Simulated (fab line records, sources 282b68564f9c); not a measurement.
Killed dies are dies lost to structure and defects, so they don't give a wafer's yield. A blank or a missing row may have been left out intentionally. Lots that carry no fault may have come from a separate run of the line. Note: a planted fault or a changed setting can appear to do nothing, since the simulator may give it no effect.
Which tool is to blame? -- flow rit_cmos -- 14 lots (42 wafers sampled), 1 step of a 202-step route

== WHAT THE GAUGES READ, wafer by wafer ==
No reading from a measuring or inspecting step in the record can be judged against a usual standard deviation.

== EACH LOT AND THE TOOL THAT RAN IT (in order: tool; ch and the chambers of the sampled wafers; start) ==
lot,RIT_CONTACT_ETCH_11
L310,"rie_diel-03 ch 0,1, day 3 08:40"
L311,"rie_diel-04 ch 1,2,3, day 3 14:50"
L312,"rie_diel-04 ch 0,1,2, day 3 19:04"
L313,"rie_diel-04 ch 0,3, day 3 23:26"
L315,"rie_diel-04 ch 0,2,3, day 4 10:43"
L320,"rie_diel-03 ch 1,2,3, day 5 13:16"
L322,"rie_diel-03 ch 0,1,2, day 6 02:49"
L323,"rie_diel-02 ch 0,1,3, day 6 07:59"
L326,"rie_diel-02 ch 0,1,2, day 6 23:02"
L328,"rie_diel-04 ch 0,2, day 7 13:38"
L329,"rie_diel-03 ch 0,1, day 7 15:34"
L330,"rie_diel-03 ch 0,2,3, day 7 20:17"
L331,"rie_diel-04 ch 0,1, day 8 00:53"
L332,"rie_diel-02 ch 1,2,3, day 8 04:56"
- RIT_CONTACT_ETCH_11: etches SiO2 in CHF3/CF4/Ar, stops on TiSi2, target depth 480 nm, time 320 s.

== WHAT THE TOOLS THEMSELVES READ (means of the sampled wafers that have a number; where no wafer has one, the mark that the record gives instead) ==
RIT_CONTACT_ETCH_11. Usual: drypump_motor_current_A 5.6 A, standard deviation 0.47; oes_product_au 0.987 a.u., standard deviation 0.013; rf_fwd_power_W 199.5 W, standard deviation 0.65; throttle_valve_pct 8.87 %, standard deviation 0.14.
lot,tool,drypump_motor_current_A (A),oes_product_au (a.u.),rf_fwd_power_W (W),throttle_valve_pct (%),flag
L310,rie_diel-03,6.4,0.994,199.9,8.80,
L311,rie_diel-04,5.4,0.993,199.4,8.92,
L312,rie_diel-04,5.5,0.993,199.6,9.05,
L313,rie_diel-04,5.4,0.996,166.9,9.01,OFF
L315,rie_diel-04,5.3,0.997,167.7,8.94,OFF
L320,rie_diel-03,6.0,0.983,199.2,8.77,
L322,rie_diel-03,6.2,0.992,199.8,8.76,
L323,rie_diel-02,5.2,0.973,199.6,8.78,
L326,rie_diel-02,5.2,0.980,199.2,8.79,
L328,rie_diel-04,5.3,0.995,199.3,9.01,
L329,rie_diel-03,6.5,0.985,199.7,8.75,
L330,rie_diel-03,5.9,0.989,199.8,8.82,
L331,rie_diel-04,5.6,0.993,199.0,9.11,
L332,rie_diel-02,5.2,0.985,199.5,8.84,

== THE ANSWER, worked out from the rows above alone ==
Rule: a lot is off if the mean of its wafers that have a number lies more than 3 standard deviations from the usual mean. A lot without any number at a reading at which 4 lots or more have one is off too. All remaining lots with rows at the step are treated as sound. Order of review: gauges by route order, followed by the tools' own readings, for which a lot's mean as printed above is used. At the first step where some lot is off, the reading lying furthest off is the one used; lots without a number count as furthest.
Off: L313, L315, at RIT_CONTACT_ETCH_11 (rf_fwd_power_W).
A tool fits if, at that step or a process step before it, it ran every lot that is off, and no sound lot after the first of them. Not one of the candidates tried fits.

== WHAT THE SIMULATOR HAD INSERTED ==
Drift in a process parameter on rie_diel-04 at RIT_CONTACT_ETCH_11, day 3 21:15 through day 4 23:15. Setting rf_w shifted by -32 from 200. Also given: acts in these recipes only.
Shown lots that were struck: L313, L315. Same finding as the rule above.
